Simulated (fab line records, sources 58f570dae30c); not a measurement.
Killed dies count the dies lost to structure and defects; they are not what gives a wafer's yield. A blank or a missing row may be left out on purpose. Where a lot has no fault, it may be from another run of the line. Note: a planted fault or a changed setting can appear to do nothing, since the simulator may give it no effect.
Which tool did it? / flow berkeley-cmos170 / 7 lots, 21 wafers sampled, at 3 steps of a route of 331

## WHAT THE GAUGES SHOWED, per wafer
UCB170_M2_RS_MEAS_02: measurement is done with a four-point probe.
lot=L493; measured=day 8 17:52; on=film-metro-01; M2_AL_RS (ohm/sq)=0.0322 0.0322 0.0320
lot=L491; measured=day 8 20:19; on=film-metro-04; M2_AL_RS (ohm/sq)=0.0326 0.0323 0.0325
lot=L498; measured=day 10 05:36; on=film-metro-02; M2_AL_RS (ohm/sq)=0.0323 0.0322 0.0318
lot=L495; measured=day 10 05:55; on=film-metro-04; M2_AL_RS (ohm/sq)=0.0320 0.0317 0.0320
lot=L503; measured=day 11 06:24; on=film-metro-04; M2_AL_RS (ohm/sq)=0.0192 0.0328 0.0325
lot=L504; measured=day 11 11:38; on=film-metro-01; M2_AL_RS (ohm/sq)=0.0191 0.0328 0.0191
lot=L506; measured=day 12 17:43; on=film-metro-04; M2_AL_RS (ohm/sq)=0.0323 0.0322 0.0320

## EACH LOT AND THE TOOL THAT RAN IT (in order: tool; ch and the chambers of the sampled wafers; start)
lot=L493; UCB170_V1_ETCH_14=rie-diel-04 ch 1,2,3, day 8 17:18; UCB170_M2_SPUTTER_01=pvd-sputter-03, day 8 17:46
lot=L491; UCB170_V1_ETCH_14=rie-diel-01 ch 0,1,3, day 8 19:45; UCB170_M2_SPUTTER_01=pvd-sputter-02, day 8 20:13
lot=L498; UCB170_V1_ETCH_14=rie-diel-03 ch 0,2,3, day 10 05:04; UCB170_M2_SPUTTER_01=pvd-sputter-03, day 10 05:31
lot=L495; UCB170_V1_ETCH_14=rie-diel-01 ch 0,3, day 10 05:20; UCB170_M2_SPUTTER_01=pvd-sputter-02, day 10 05:48
lot=L503; UCB170_V1_ETCH_14=rie-diel-03 ch 1,2,3, day 11 05:52; UCB170_M2_SPUTTER_01=pvd-sputter-03, day 11 06:19
lot=L504; UCB170_V1_ETCH_14=rie-diel-01 ch 0,1, day 11 11:05; UCB170_M2_SPUTTER_01=pvd-sputter-03, day 11 11:32
lot=L506; UCB170_V1_ETCH_14=rie-diel-04 ch 0,1,2, day 12 17:07; UCB170_M2_SPUTTER_01=pvd-sputter-02, day 12 17:38
- UCB170_V1_ETCH_14: etches SiO2 in CHF3/CF4/Ar, stops on Al, target depth 1250 nm, time 291 s.
- UCB170_M2_SPUTTER_01: material Al, target thk 900 nm, time 120 s.

## THE ANSWER, worked out from the rows above alone
Rule: the lots themselves supply what counts as usual. Put in order of their means at a reading, lots are off if they are a third of the lots or fewer, leave a main group of 4 or more, and stand apart from it by a gap of 3 or more times the standard deviation of the main group's means; of several such gaps the widest counts. The tables above print the reading to a certain number of digits; a main group whose means all agree to those digits is not used. Also off: a lot with no number at a reading for which 4 or more lots have one. Where the step has rows for the other lots, those lots are counted as sound.
Off: L503, L504, at UCB170_M2_RS_MEAS_02 (M2_AL_RS). Main group: mean 0.0322 ohm/sq, sd 0.00018.
If a tool, at a process step before that reading, ran all the lots that are off and no sound lot after the first of them, it fits. Gauges at UCB170_M2_RS_MEAS_02: tried the same way as those tools. One fits: pvd-sputter-03 at UCB170_M2_SPUTTER_01. Its last sound lot is L498 (day 10 05:31), its first lot that is off L503 (day 11 06:19): a fault that began between those two fits.

## WHAT THE SIMULATOR HAD PUT IN
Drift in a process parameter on pvd-sputter-03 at UCB170_M2_SPUTTER_01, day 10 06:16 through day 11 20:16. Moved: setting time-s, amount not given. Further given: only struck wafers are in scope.
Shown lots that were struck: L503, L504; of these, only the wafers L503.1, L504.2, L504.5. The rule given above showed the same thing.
